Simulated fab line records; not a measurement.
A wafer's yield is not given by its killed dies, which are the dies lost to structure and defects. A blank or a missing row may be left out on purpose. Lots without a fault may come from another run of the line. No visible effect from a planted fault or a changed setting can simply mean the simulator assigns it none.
A struck lot beside a sound one / flow rit cmos / 14 out of 202 route steps
Sound: the wafers L240.1, L240.2, L240.6. Struck: wafers L243.2, L243.3, L243.5. Last of all comes the cause.
Order at every step that has rows: each side's tool, ch and its chambers, its first start. Under that, the readings that differ: sound wafers / struck wafers / difference of the means / sigmas: that difference in standard deviations of wafers without a fault.
alike: readings with means less than 2 such deviations apart, plus words and numbers identical on both sides. not compared: withheld readings, readings lacking a value on some wafer, bounds such as >300 that could conceal the same value, and numbers that have no deviation in the record and whose values overlap.
Wherever a step has rows on one side only, a row that says differs or no value, or a row with sigmas, the two part there. Numbers that have no deviation but don't overlap get no sigmas and don't part them. A reading that every wafer of one side lacks parts them only if that side has two wafers or more.

first, 1 step without rows for these wafers: RIT_PWELL_DEVELOP_05 (develop time 68 s).
RIT_PWELL_OVL_MEAS_06:
  sound: overlay-01 at day 3 03:49; struck: overlay-02 at day 4 00:20
  alike: PWELL_OVL
then, 2 steps without rows for these wafers: RIT_PWELL_HARDBAKE_07 (time 120 s); RIT_PWELL_IMPLANT_08.
RIT_PWELL_STRIP_09: strips in O2, time 180 s.
  sound on plasma asher-03 ch 0,1, day 3 04:15; struck on plasma asher-01 ch 1, day 4 00:46
  alike: drypump motor current A
  not compared: rf hours counter h
RIT_PWELL_TW_MEAS_10:
  sound: film metro-01 at day 3 04:25; struck: film metro-03 at day 4 00:58
  alike: PWELL_TW
then, 1 step without rows for these wafers: RIT_WELLDRIVE_ANNEAL_00 (time 14700 s).
RIT_WELLDRIVE_RS_MEAS_01: uses a four-point probe to measure.
  sound: film metro-03 at day 3 09:34; struck: film metro-02 at day 4 06:43
  alike: NWELL_RS
RIT_WELLDRIVE_RS_MEAS_02: uses a four-point probe to measure.
  sound: film metro-03 at day 3 09:41; struck: film metro-02 at day 4 06:50
  alike: PWELL_RS
then, 3 steps without rows for these wafers: RIT_NRETRO_HMDS_00 (prime time 60 s); RIT_NRETRO_COAT_01 (resist thk 1300 nm); RIT_NRETRO_SOFTBAKE_02 (time 60 s).
RIT_NRETRO_EXPOSE_03: exposes mask M4, target cd 43900 nm.
  struck on iline stepper-01, day 4 07:49; sound on iline stepper-02 ch 0, day 3 10:15
  no value came back on the struck wafers for exposure dose mJ cm2, focus offset nm (nm); on the sound wafers exposure dose mJ cm2 reads 250.25 250.32 250.28
  alike: mask
following that, these wafers have no rows for 1 step: RIT_NRETRO_PEB_04.

== WHERE THEY PART ==
Only at RIT_NRETRO_EXPOSE_03, as far as this record shows.

WHY: the cause the simulator had injected
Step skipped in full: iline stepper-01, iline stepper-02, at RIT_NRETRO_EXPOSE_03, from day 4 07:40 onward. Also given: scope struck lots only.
